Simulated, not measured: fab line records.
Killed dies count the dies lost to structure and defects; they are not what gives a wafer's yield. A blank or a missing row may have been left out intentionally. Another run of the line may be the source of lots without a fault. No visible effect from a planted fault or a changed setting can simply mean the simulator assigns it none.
Check of tool commonality :: flow rit cmos :: 14 lots, 42 wafers sampled

THE REASON FOR OPENING IT
RIT_PLDD_TW_MEAS_10, reading PLDD_TW: flagged on 2 of 14 lots. Fault-free wafers read 2338, with a standard deviation of 22.
Rule: a lot is flagged when every wafer of it that has a number lies more than 4 standard deviations from that mean, or none has a number. As for the other lots, they are considered sound.

lot: L478
measured: day 3 06:13
on: film metro-04
PLDD_TW, wafer by wafer: 2329 2340 2343
flag: 

lot: L479
measured: day 3 10:17
on: film metro-01
PLDD_TW, wafer by wafer: 2363 2351 2362
flag: 

lot: L480
measured: day 3 14:36
on: film metro-02
PLDD_TW, wafer by wafer: 2311 2292 2298
flag: 

lot: L482
measured: day 4 03:13
on: film metro-01
PLDD_TW, wafer by wafer: 2366 2362 2355
flag: 

lot: L485
measured: day 4 18:40
on: film metro-04
PLDD_TW, wafer by wafer: 2336 2341 2335
flag: 

lot: L486
measured: day 4 19:04
on: film metro-04
PLDD_TW, wafer by wafer: 1460 1471 1471
flag: FLAGGED

lot: L487
measured: day 5 00:56
on: film metro-01
PLDD_TW, wafer by wafer: 1482 1476 1475
flag: FLAGGED

lot: L491
measured: day 5 17:56
on: film metro-01
PLDD_TW, wafer by wafer: 2349 2354 2357
flag: 

lot: L493
measured: day 6 06:40
on: film metro-01
PLDD_TW, wafer by wafer: 2351 2363 2358
flag: 

lot: L494
measured: day 6 09:01
on: film metro-02
PLDD_TW, wafer by wafer: 2305 2305 2312
flag: 

lot: L496
measured: day 6 22:55
on: film metro-04
PLDD_TW, wafer by wafer: 2330 2337 2322
flag: 

lot: L498
measured: day 7 20:49
on: film metro-02
PLDD_TW, wafer by wafer: 2315 2303 2311
flag: 

lot: L500
measured: day 7 21:05
on: film metro-01
PLDD_TW, wafer by wafer: 2367 2355 2347
flag: 

lot: L501
measured: day 8 05:48
on: film metro-04
PLDD_TW, wafer by wafer: 2327 2332 2325
flag: 
The mean of the flagged lots' numbers is 1472, -866 from the usual (-39 standard deviations).

WHICH TOOL RAN EACH LOT
The record keeps 1 process step preceding the reading, out of 202 steps on the route. Each cell gives the tool, then ch followed by the chambers the sampled wafers passed through, then the start.
lot: L478
flag: 
RIT_PLDD_IMPLANT_08: implanter-03 ch 0, day 3 05:54

lot: L479
flag: 
RIT_PLDD_IMPLANT_08: implanter-02 ch 0, day 3 09:57

lot: L480
flag: 
RIT_PLDD_IMPLANT_08: implanter-01 ch 0, day 3 14:17

lot: L482
flag: 
RIT_PLDD_IMPLANT_08: implanter-02 ch 0, day 4 02:54

lot: L485
flag: 
RIT_PLDD_IMPLANT_08: implanter-02 ch 0, day 4 18:21

lot: L486
flag: FLAGGED
RIT_PLDD_IMPLANT_08: implanter-01 ch 0, day 4 18:46

lot: L487
flag: FLAGGED
RIT_PLDD_IMPLANT_08: implanter-01 ch 0, day 5 00:39

lot: L491
flag: 
RIT_PLDD_IMPLANT_08: implanter-02 ch 0, day 5 17:37

lot: L493
flag: 
RIT_PLDD_IMPLANT_08: implanter-03 ch 0, day 6 06:20

lot: L494
flag: 
RIT_PLDD_IMPLANT_08: implanter-02 ch 0, day 6 08:44

lot: L496
flag: 
RIT_PLDD_IMPLANT_08: implanter-03 ch 0, day 6 22:35

lot: L498
flag: 
RIT_PLDD_IMPLANT_08: implanter-02 ch 0, day 7 20:31

lot: L500
flag: 
RIT_PLDD_IMPLANT_08: implanter-03 ch 0, day 7 20:49

lot: L501
flag: 
RIT_PLDD_IMPLANT_08: implanter-02 ch 0, day 8 05:29
What is done by these steps:
- RIT_PLDD_IMPLANT_08
- RIT_PLDD_TW_MEAS_10

FLAGGED AGAINST TOTAL, ONE TOOL AT A TIME (gauges that did the reading follow at the end)
step: RIT_PLDD_IMPLANT_08
tool: implanter-01
lots run: 3
flagged: 2
share of the flagged lots: all
sound lots run after its first flagged lot: 0

step: RIT_PLDD_IMPLANT_08
tool: implanter-02
lots run: 7
flagged: 0
share of the flagged lots: none
sound lots run after its first flagged lot: -

step: RIT_PLDD_IMPLANT_08
tool: implanter-03
lots run: 4
flagged: 0
share of the flagged lots: none
sound lots run after its first flagged lot: -

step: RIT_PLDD_TW_MEAS_10
tool: film metro-01
lots run: 6
flagged: 1
share of the flagged lots: some
sound lots run after its first flagged lot: 3 (L491,L493,L500)

step: RIT_PLDD_TW_MEAS_10
tool: film metro-02
lots run: 3
flagged: 0
share of the flagged lots: none
sound lots run after its first flagged lot: -

step: RIT_PLDD_TW_MEAS_10
tool: film metro-04
lots run: 5
flagged: 1
share of the flagged lots: some
sound lots run after its first flagged lot: 2 (L496,L501)

WHAT THE TABLE PERMITS
1 row of the table ran every flagged lot: implanter-01 at RIT_PLDD_IMPLANT_08.
- implanter-01 at RIT_PLDD_IMPLANT_08 ran 3 lots, 2 of them flagged. Last sound lot L480 at day 3 14:17, first flagged lot L486 at day 4 18:46; a fault beginning in between fits. Its own readings lie more than 4 standard deviations out on every wafer of the flagged lots: dose ions cm2, end station pressure torr, faraday current uA.
Just one tool remains: implanter-01 at RIT_PLDD_IMPLANT_08.

WHAT THE SIMULATOR HAD PUT IN
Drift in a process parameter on implanter-01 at RIT_PLDD_IMPLANT_08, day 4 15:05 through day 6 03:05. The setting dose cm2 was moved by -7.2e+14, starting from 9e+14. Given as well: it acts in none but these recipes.
Shown lots that were struck: L486, L487. The rule above reached the same finding.
